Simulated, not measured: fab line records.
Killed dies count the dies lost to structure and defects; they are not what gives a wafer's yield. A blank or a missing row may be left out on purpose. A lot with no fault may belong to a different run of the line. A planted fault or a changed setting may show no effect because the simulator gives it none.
The tool behind it: which one? + flow rit-cmos + 13 lots, 39 wafers sampled, at 2 steps of a route of 202

== WHAT THE GAUGES SHOWED, per wafer ==
RIT_ACTIVE_CD_MEAS_11: the cd target is 1400 nm.
| lot  | measured    | on        | cd-nm (nm)           |
|------|-------------|-----------|----------------------|
| L294 | day 1 14:33 | cd-sem-01 | 1400.4 1400.4 1399.1 |
| L295 | day 1 19:35 | cd-sem-02 | 1395.2 1396.0 1397.9 |
| L297 | day 2 05:26 | cd-sem-02 | 1403.2 1404.1 1404.3 |
| L299 | day 2 15:34 | cd-sem-02 | 1400.4 1401.0 1399.8 |
| L300 | day 2 20:34 | cd-sem-02 | 1399.9 1398.5 1399.8 |
| L301 | day 3 01:34 | cd-sem-02 | 1398.0 1398.3 1399.5 |
| L302 | day 3 06:37 | cd-sem-01 | 1399.9 1397.7 1399.0 |
| L304 | day 3 17:25 | cd-sem-02 | 1400.3 1399.6 1401.6 |
| L305 | day 3 21:46 | cd-sem-02 | 1381.7 1389.6 1357.4 |
| L306 | day 4 02:40 | cd-sem-01 | 1401.2 1402.0 1403.0 |
| L312 | day 5 09:36 | cd-sem-02 | 1395.6 1397.3 1397.3 |
| L314 | day 5 19:32 | cd-sem-02 | 1397.3 1398.6 1399.6 |
| L317 | day 6 09:36 | cd-sem-02 | 1397.1 1397.1 1396.1 |

== EACH LOT AND THE TOOL THAT RAN IT (in order: tool; ch and the chambers of the sampled wafers; start) ==
| lot  | RIT_ACTIVE_EXPOSE_08               |
|------|------------------------------------|
| L294 | iline-stepper-01 ch 0, day 1 14:06 |
| L295 | iline-stepper-02 ch 0, day 1 19:11 |
| L297 | iline-stepper-01 ch 0, day 2 05:02 |
| L299 | iline-stepper-01 ch 0, day 2 15:10 |
| L300 | iline-stepper-02 ch 0, day 2 20:10 |
| L301 | iline-stepper-01 ch 0, day 3 01:10 |
| L302 | iline-stepper-02 ch 0, day 3 06:13 |
| L304 | iline-stepper-01 ch 0, day 3 17:01 |
| L305 | iline-stepper-02 ch 0, day 3 21:22 |
| L306 | iline-stepper-01 ch 0, day 4 02:16 |
| L312 | iline-stepper-01 ch 0, day 5 09:12 |
| L314 | iline-stepper-01 ch 0, day 5 19:08 |
| L317 | iline-stepper-01 ch 0, day 6 09:12 |
- RIT_ACTIVE_EXPOSE_08: exposes mask M1, target cd 1400 nm.

== WHAT THE TOOLS THEMSELVES READ (means of the sampled wafers that have a number; where no wafer has one, the mark that the record gives instead) ==
RIT_ACTIVE_EXPOSE_08.
| lot  | tool             | exposure-dose-mJ-cm2 |
|------|------------------|----------------------|
| L294 | iline-stepper-01 | 224.94               |
| L295 | iline-stepper-02 | 224.82               |
| L297 | iline-stepper-01 | 224.96               |
| L299 | iline-stepper-01 | 225.06               |
| L300 | iline-stepper-02 | 225.03               |
| L301 | iline-stepper-01 | 224.72               |
| L302 | iline-stepper-02 | 224.72               |
| L304 | iline-stepper-01 | 225.23               |
| L305 | iline-stepper-02 | 220.16               |
| L306 | iline-stepper-01 | 225.07               |
| L312 | iline-stepper-01 | 225.00               |
| L314 | iline-stepper-01 | 225.23               |
| L317 | iline-stepper-01 | 225.01               |

== THE ANSWER, worked out from the rows above alone ==
Rule: usual is defined by the lots themselves. The widest of any qualifying gaps counts: lots, ordered by their means at a reading, are off when they make up no more than a third of the lots, leave a main group of 4 or more, and stand apart from it by 3 or more times the standard deviation of that group's means. A main group whose means are all the same, to the digits that the tables above print for the reading, isn't used. Also off: a lot with no number at a reading for which 4 or more lots have one. All remaining lots with rows at the step are treated as sound. The gauges are gone through in route order, then the tools' own readings, and for those a lot's mean is taken as printed above. At the first step where some lot is off, the reading lying furthest off is the one used; lots without a number count as furthest.
Off: L305, at RIT_ACTIVE_CD_MEAS_11 (cd-nm). For the main group the mean is 1399.3 nm and the standard deviation 2.1.
If a tool, at a process step before that reading, ran all the lots that are off and no sound lot after the first of them, it fits. The gauges at RIT_ACTIVE_CD_MEAS_11 aren't tried: what is off there is off at RIT_ACTIVE_EXPOSE_08 too, on other tools, and a gauge's error can't cause that. One fits: iline-stepper-02 at RIT_ACTIVE_EXPOSE_08. A fault onset in the window from L302 (day 3 06:13, its last sound lot) to L305 (day 3 21:22, its first lot off) fits.
The tool's own readings at RIT_ACTIVE_EXPOSE_08 bear it out: on the lots that are off they differ by more than 5 times the standard deviation of the sound lots' means. exposure-dose-mJ-cm2 reads 220.16 there against 224.98 on the sound lots.

== WHAT HAD BEEN PUT IN BY THE SIMULATOR ==
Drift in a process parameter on iline-stepper-02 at RIT_ACTIVE_EXPOSE_08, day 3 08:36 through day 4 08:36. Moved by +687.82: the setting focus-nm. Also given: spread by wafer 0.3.
Lots struck among those shown: L305. The rule above found the same.
